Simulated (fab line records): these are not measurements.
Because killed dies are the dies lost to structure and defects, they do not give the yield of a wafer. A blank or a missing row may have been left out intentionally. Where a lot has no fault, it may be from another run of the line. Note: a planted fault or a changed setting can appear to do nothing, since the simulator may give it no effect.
fab line records | flow ritCmos
record: lots: 14 wafers: 42 lastDay: 6
route steps=202 shown ACTIVE@3 PWELL@48 PLDD@122 SILICIDE@163 M1@202
lots with no fault: from the same line, run without faults
startH: the number of hours between the record's first day and the start of the first shown wafer of the lot | waitH: time in hours since the lot's previous step | " same as the row above | L1.1+2: several wafers, shown together as one row | - either no value or no given start | * or withheld: withheld | < > ~ a bound
route shown NAME@n: names a module that has steps shown in the file, with the first one's number in the route | usual: mean/standard deviation taken from wafers without a fault | same: alike in all rows | chamber/n: place in a boat | sites: per-site readings | _std_site: the standard deviation of these | _edge_site: inner sites' mean taken away from outer sites' mean | radiusMm: for every site, how far away it sits from the centre of the wafer | mask NAME#n: copy n | behind: the tool/chamber that last shaped the wafer | hold: the reason the lot was held/the length of the hold in hours/how it ended | device: the transistor (n, p or np) that didn't switch | end of line: the same wafers' tests at the end of the route | where a step has no rows: the recipe by itself | killed: the dies lost at the first sort to structure and to defects; this is not the yield of the wafer | map: a wafer's dies, marking killed ones x, the rest . and places with no die _
set.NAME: the setting as run; set.NAME@STEP: as run at that earlier step | model.NAME: the simulator's own value behind a step, which no gauge read
one table for each step of the route and one row for each wafer, over a sample of lots
services: a tool's chamber out of use, with start hour (startH, from the record's first day; less than 0 if before it), hours out, and reason
== steps ==
step: RIT_ACTIVE_THK_MEAS_02
recipe: reads: SiO2_of_ACTIVE_OXIDATION_01
usual: ACTIVE_OXIDE_THK: 46.9/0.79
columns lot.wafer tool chamber startH waitH ACTIVE_OXIDE_THK[nm]
L673.1 filmMetro-01 - 12.91 0.0 46.2
L673.3 " - " " 46.6
L673.6 " - " " 47.4
L674.1 filmMetro-01 - 17.31 0.0 48.6
L674.2 " - " " 48.2
L674.6 " - " " 48.4
L675.2 filmMetro-04 - 22.06 0.0 47.9
L675.3 " - " " 47.4
L675.4 " - " " 47.9
L676.1 filmMetro-04 - 27.05 0.0 45.6
L676.3 " - " " 46.1
L676.4 " - " " 46.2
L678.2 filmMetro-01 - 37.06 0.0 47.9
L678.3 " - " " 47.3
L678.4 " - " " 48.2
L679.3 filmMetro-03 - 42.07 0.0 47.4
L679.5 " - " " 47.2
L679.6 " - " " 47.5
L680.1 filmMetro-03 - 47.46 0.0 44.9
L680.5 " - " " 45.8
L680.6 " - " " 45.8
L681.1 filmMetro-04 - 52.05 0.0 46.6
L681.2 " - " " 45.5
L681.6 " - " " 46.5
L682.1 filmMetro-03 - 57.05 0.0 47.6
L682.3 " - " " 47.3
L682.4 " - " " 47.7
L683.1 filmMetro-04 - 62.05 0.0 46.6
L683.2 " - " " 46.9
L683.6 " - " " 46.6
L686.2 filmMetro-04 - 77.06 0.0 46.7
L686.4 " - " " 47.1
L686.5 " - " " 47.2
L690.1 filmMetro-03 - 97.05 0.0 47.4
L690.2 " - " " 47.6
L690.6 " - " " 47.3
L691.2 filmMetro-01 - 102.06 0.0 46.1
L691.4 " - " " 45.5
L691.5 " - " " 45.9
L692.1 filmMetro-04 - 108.31 0.0 46.6
L692.2 " - " " 46.6
L692.4 " - " " 46.0
step: RIT_PWELL_STRIP_09
recipe: chemistry: O2 timeS: 180 resist: NOVOLAK platenTempC: withheld powerW: 500 pressureMtorr: 4000 o2FlowSccm: 4000
usual: drypumpMotorCurrentA: 5.4/0.46
columns lot.wafer tool chamber startH waitH drypumpMotorCurrentA rfHoursCounterH
L673.1 plasmaAsher-04 1 23.43 0.1 5.8 23
L673.3 " 1 " " 5.8 -
L673.6 " 1 " " 5.7 -
L674.1 plasmaAsher-01 1 32.61 0.1 5.2 38
L674.2 " 0 " " 4.7 38
L674.6 " 1 " " 5.2 -
L675.2 plasmaAsher-02 1 34.76 0.1 5.8 40
L675.3 " 0 " " 5.9 -
L675.4 " 1 " " 5.8 -
L676.1 plasmaAsher-01 0 37.65 0.1 4.7 38
L676.3 " 0 " " 4.7 -
L676.4 " 1 " " 5.2 -
L678.2 plasmaAsher-02 1 47.44 0.1 5.8 42
L678.3 " 1 " " 5.8 -
L678.4 " 0 " " 5.9 -
L679.3 plasmaAsher-01 0 52.45 0.1 4.6 -
L679.5 " 0 " " 4.6 -
L679.6 " 1 " " 5.2 -
L680.1 plasmaAsher-01 1 57.77 0.1 5.2 41
L680.5 " 0 " " 4.7 -
L680.6 " 1 " " 5.2 -
L681.1 plasmaAsher-04 0 63.59 0.1 5.3 27
L681.2 " 1 " " 5.8 27
L681.6 " 0 " " 5.3 -
L682.1 plasmaAsher-02 1 67.54 0.1 5.8 44
L682.3 " 0 " " 5.9 -
L682.4 " 1 " " 5.8 -
L683.1 plasmaAsher-04 0 72.59 0.1 5.3 28
L683.2 " 1 " " 5.7 28
L683.6 " 1 " " 5.7 -
L686.2 plasmaAsher-01 1 87.83 0.1 5.2 44
L686.4 " 0 " " 4.7 -
L686.5 " 1 " " 5.2 -
L690.1 plasmaAsher-01 1 108.76 0.1 5.2 46
L690.2 " 0 " " 4.7 46
L690.6 " 0 " " 4.7 -
L691.2 plasmaAsher-01 1 113.24 0.1 5.2 47
L691.4 " 0 " " 4.7 -
L691.5 " 1 " " 5.1 -
L692.1 plasmaAsher-02 0 119.65 0.2 5.9 0
L692.2 " 1 " " 5.8 0
L692.4 " 0 " " 5.9 -
step: RIT_PLDD_IMPLANT_08
recipe: species: BF2 energyKev: 20 doseCm2: 9e+14 tiltDeg: 7
usual: faradayCurrentUA: 2826/54
columns lot.wafer tool chamber startH waitH faradayCurrentUA
L673.1 implanter-03 0 42.89 0.1 2781
L673.3 " 0 " " 2818
L673.6 " 0 " " 2775
L674.1 implanter-03 0 52.68 0.1 2815
L674.2 " 0 " " 2890
L674.6 " 0 " " 2711
L675.2 implanter-04 0 54.90 0.1 2774
L675.3 " 0 " " 2850
L675.4 " 0 " " 2892
L676.1 implanter-04 0 59.10 0.1 2922
L676.3 " 0 " " 2801
L676.4 " 0 " " 2918
L678.2 implanter-04 0 68.24 0.1 2769
L678.3 " 0 " " 2799
L678.4 " 0 " " 2813
L679.3 implanter-04 0 72.63 0.1 2898
L679.5 " 0 " " 2696
L679.6 " 0 " " 2825
L680.1 implanter-04 0 77.68 0.1 2776
L680.5 " 0 " " 2793
L680.6 " 0 " " 2870
L681.1 implanter-04 0 83.85 0.1 2818
L681.2 " 0 " " 2834
L681.6 " 0 " " 2823
L682.1 implanter-01 0 89.19 0.1 2840
L682.3 " 0 " " 2845
L682.4 " 0 " " 2840
L683.1 implanter-01 0 92.25 0.1 2811
L683.2 " 0 " " 2850
L683.6 " 0 " " 2758
L686.2 implanter-03 0 110.47 0.1 2729
L686.4 " 0 " " 2768
L686.5 " 0 " " 2732
L690.1 implanter-04 0 129.67 0.1 2832
L690.2 " 0 " " 2885
L690.6 " 0 " " 2883
L691.2 implanter-03 0 133.44 0.1 2770
L691.4 " 0 " " 2771
L691.5 " 0 " " 2777
L692.1 implanter-03 0 139.39 0.1 2811
L692.2 " 0 " " 2806
L692.4 " 0 " " 2849
step: RIT_PLDD_TW_MEAS_10
usual: PLDD_TW: 2358/12
columns lot.wafer tool chamber startH waitH PLDD_TW
L673.1 filmMetro-04 - 43.21 0.1 2352
L673.3 " - " " 2326
L673.6 " - " " 2341
L674.1 filmMetro-03 - 53.01 0.1 2387
L674.2 " - " " 2386
L674.6 " - " " 2390
L675.2 filmMetro-01 - 55.21 0.1 2366
L675.3 " - " " 2364
L675.4 " - " " 2364
L676.1 filmMetro-03 - 59.42 0.1 2365
L676.3 " - " " 2369
L676.4 " - " " 2389
L678.2 filmMetro-04 - 68.55 0.1 2355
L678.3 " - " " 2332
L678.4 " - " " 2344
L679.3 filmMetro-03 - 72.93 0.1 2355
L679.5 " - " " 2362
L679.6 " - " " 2365
L680.1 filmMetro-04 - 78.01 0.1 2350
L680.5 " - " " 2356
L680.6 " - " " 2350
L681.1 filmMetro-03 - 84.17 0.1 2349
L681.2 " - " " 2368
L681.6 " - " " 2358
L682.1 filmMetro-04 - 89.51 0.1 2350
L682.3 " - " " 2351
L682.4 " - " " 2351
L683.1 filmMetro-03 - 92.57 0.1 2361
L683.2 " - " " 2361
L683.6 " - " " 2352
L686.2 filmMetro-03 - 110.78 0.1 2351
L686.4 " - " " 2355
L686.5 " - " " 2358
L690.1 filmMetro-03 - 130.00 0.1 2368
L690.2 " - " " 2370
L690.6 " - " " 2367
L691.2 filmMetro-01 - 133.75 0.1 2259
L691.4 " - " " 2252
L691.5 " - " " 2248
L692.1 filmMetro-04 - 139.71 0.1 2252
L692.2 " - " " 2250
L692.4 " - " " 2253
step: RIT_SDANNEAL_RS_MEAS_06
recipe: thkMeasGauge: four-point-probe
usual: PLDD_RS: 178.7/0.49
columns lot.wafer tool chamber startH waitH PLDD_RS[ohm/sq]
L673.1 filmMetro-03 - 49.63 0.1 178.0
L673.3 " - " " 178.5
L673.6 " - " " 177.7
L674.1 filmMetro-04 - 59.08 0.1 179.1
L674.2 " - " " 178.9
L674.6 " - " " 178.9
L675.2 filmMetro-03 - 61.42 0.1 178.0
L675.3 " - " " 177.9
L675.4 " - " " 177.6
L676.1 filmMetro-01 - 65.52 0.1 177.9
L676.3 " - " " 178.0
L676.4 " - " " 177.8
L678.2 filmMetro-03 - 74.81 0.1 178.2
L678.3 " - " " 178.0
L678.4 " - " " 178.1
L679.3 filmMetro-01 - 79.40 0.1 178.9
L679.5 " - " " 179.0
L679.6 " - " " 178.2
L680.1 filmMetro-01 - 84.56 0.1 179.3
L680.5 " - " " 178.6
L680.6 " - " " 178.3
L681.1 filmMetro-04 - 90.48 0.1 178.6
L681.2 " - " " 178.8
L681.6 " - " " 179.3
L682.1 filmMetro-03 - 95.72 0.1 179.2
L682.3 " - " " 179.1
L682.4 " - " " 178.9
L683.1 filmMetro-01 - 98.87 0.1 179.1
L683.2 " - " " 178.8
L683.6 " - " " 179.1
L686.2 filmMetro-03 - 117.09 0.1 178.5
L686.4 " - " " 177.8
L686.5 " - " " 178.0
L690.1 filmMetro-03 - 136.46 0.1 178.6
L690.2 " - " " 178.1
L690.6 " - " " 178.3
L691.2 filmMetro-04 - 140.38 0.1 197.1
L691.4 " - " " 198.0
L691.5 " - " " 197.8
L692.1 filmMetro-03 - 145.93 0.1 195.9
L692.2 " - " " 196.5
L692.4 " - " " 196.5
step: RIT_SILICIDE_RS_MEAS_02
recipe: thkMeasGauge: four-point-probe reads: Ti_of_SILICIDE_SPUTTER_01
usual: SILICIDE_TI_RS: 47.6/0.63
columns lot.wafer tool chamber startH waitH SILICIDE_TI_RS[ohm/sq]
L673.1 filmMetro-02 - 50.03 0.1 46.7
L673.3 " - " " 47.1
L673.6 " - " " 47.3
L674.1 filmMetro-02 - 59.49 0.1 46.6
L674.2 " - " " 46.9
L674.6 " - " " 47.3
L675.2 filmMetro-01 - 61.83 0.1 47.3
L675.3 " - " " 47.7
L675.4 " - " " 47.4
L676.1 filmMetro-04 - 65.93 0.1 46.2
L676.3 " - " " 46.6
L676.4 " - " " 47.1
L678.2 filmMetro-01 - 75.23 0.1 47.4
L678.3 " - " " 47.2
L678.4 " - " " 47.6
L679.3 filmMetro-04 - 79.80 0.1 47.5
L679.5 " - " " 47.0
L679.6 " - " " 47.7
L680.1 filmMetro-01 - 84.98 0.1 47.9
L680.5 " - " " 47.5
L680.6 " - " " 47.3
L681.1 filmMetro-02 - 90.89 0.1 47.2
L681.2 " - " " 47.7
L681.6 " - " " 47.7
L682.1 filmMetro-04 - 96.12 0.1 47.3
L682.3 " - " " 47.4
L682.4 " - " " 47.1
L683.1 filmMetro-04 - 99.28 0.1 48.4
L683.2 " - " " 48.4
L683.6 " - " " 48.3
L686.2 filmMetro-01 - 117.49 0.1 46.8
L686.4 " - " " 46.9
L686.5 " - " " 47.5
L690.1 filmMetro-04 - 136.87 0.1 47.3
L690.2 " - " " 48.1
L690.6 " - " " 47.5
L691.2 filmMetro-01 - 140.80 0.1 48.4
L691.4 " - " " 48.9
L691.5 " - " " 48.7
L692.1 filmMetro-02 - 146.34 0.1 48.9
L692.2 " - " " 48.7
L692.4 " - " " 47.9
step: RIT_M1_PROBE_99
usual: killedAtFrontEnd: 6/3.1 killedDies: 6/3.1 killedOpen: 3.4/1.9 killedShort: 3.1/2
same: grossDies: 264 killed_at_M0_to_M3: 0 killed_at_M4_up: 0 killedAtBackSide: 0 killedAtContacts: 0 killedAtOther: 0
columns lot.wafer tool chamber startH waitH killedAtFrontEnd killedDies killedOpen killedShort
L675.2 prober-02 - 70.20 0.1 3 3 2 1
L675.3 prober-02 - 70.25 0.2 2 2 0 2
L675.4 prober-02 - 70.30 0.2 9 9 5 4
L686.2 prober-02 - 124.69 0.1 11 11 5 6
L686.4 prober-02 - 124.79 0.2 6 6 4 2
L686.5 prober-02 - 124.84 0.2 5 5 3 2
L691.2 prober-01 - 147.88 0.1 6 6 3 3
L691.4 prober-01 - 147.98 0.2 11 11 6 5
L691.5 prober-01 - 148.03 0.2 4 4 3 1
L692.1 prober-02 - 153.19 0.1 3 3 2 1
L692.2 prober-02 - 153.24 0.1 3 3 2 1
L692.4 prober-02 - 153.34 0.2 6 6 3 3
killed by level:class
L675.2 GATE:geometricParticle:open=1 REOX:geometricParticle:short=1 SILICIDE:geometricParticle:open=1
L675.3 GATE:geometricParticle:short=1 REOX:geometricParticle:short=1
L675.4 FOX2:geometricParticle:open=3 GATE:geometricParticle:short=1 REOX:geometricParticle:open=1 REOX:geometricParticle:short=1 SPACER:geometricParticle:short=1 SILICIDE:geometricParticle:open=1 SILICIDE:geometricParticle:short=1
L686.2 GATE:geometricParticle:short=3 GATE:geometricParticle:open=2 SILICIDE:geometricParticle:open=2 FOX2:geometricParticle:open=1 FOX2:geometricParticle:short=1 SPACER:geometricParticle:short=1 SILICIDE:geometricParticle:short=1
L686.4 GATE:geometricParticle:open=3 GATE:geometricParticle:short=2 FOX2:geometricParticle:open=1
L686.5 GATE:geometricParticle:open=2 FOX2:geometricParticle:short=1 REOX:geometricParticle:open=1 SPACER:geometricParticle:short=1
L691.2 REOX:geometricParticle:short=2 FOX1:geometricParticle:open=1 GATE:geometricParticle:open=1 SPACER:geometricParticle:open=1 SILICIDE:geometricParticle:short=1
L691.4 GATE:geometricParticle:open=3 GATE:geometricParticle:short=2 FOX1:geometricParticle:short=1 FOX1:geometricParticle:open=1 REOX:geometricParticle:short=1 SPACER:geometricParticle:open=1 SILICIDE:geometricParticle:short=1 SILICIDE:geometricParticle:open=1
L691.5 REOX:geometricParticle:open=1 SPACER:geometricParticle:short=1 SPACER:geometricParticle:open=1 SILICIDE:geometricParticle:open=1
L692.1 FOX2:geometricParticle:short=1 SPACER:geometricParticle:open=1 SILICIDE:geometricParticle:open=1
L692.2 GATE:geometricParticle:open=2 SILICIDE:geometricParticle:short=1
L692.4 SILICIDE:geometricParticle:open=3 SPACER:geometricParticle:short=2 FOX2:geometricParticle:short=1
== services ==
columns tool chamber startH hours kind
implanter-01 - 24.38 2.4 repair
implanter-01 - 45.25 0.9 repair
implanter-04 - 46.65 1.8 repair
implanter-03 - 73.07 11.8 pm
plasmaAsher-02 - 108.75 9.0 pm
plasmaAsher-02 0 108.75 9.0 ventCycle
plasmaAsher-02 1 108.75 9.0 ventCycle
plasmaAsher-02 0 117.75 - clean
plasmaAsher-02 1 117.75 - clean
implanter-04 - 133.25 5.1 pm
== key ==
firstSign: step: RIT_PLDD_TW_MEAS_10 reading: PLDD_TW direction: down sigmas: 8.9 usual: 2358 struck: 2252
effect: step: RIT_SDANNEAL_RS_MEAS_06 reading: PLDD_RS direction: up sigmas: 38 usual: 178.7 struck: 197.0
metAt RIT_PLDD_IMPLANT_08
struckLots L691,L692
testerLeftOut L691,L692
notActingAt RIT_ACTIVE_THK_MEAS_02,RIT_PWELL_STRIP_09,RIT_SILICIDE_RS_MEAS_02
onsetBetween 110.47 133.44
alsoFits time
fault: kind: processParameterDrift tool: implanter-03 chamber: - onsetH: 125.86 steps: RIT_PLDD_IMPLANT_08 channel: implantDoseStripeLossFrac offset: 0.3 shape: step endH: 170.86
testerLeftOut: of these lots the tester's yield and bins aren't shown, on N5 and GAA mostly nor the transistor test; their killed dies are dies lost to structure and defects alone, not to doping, threshold or leakage, so they don't give the yield
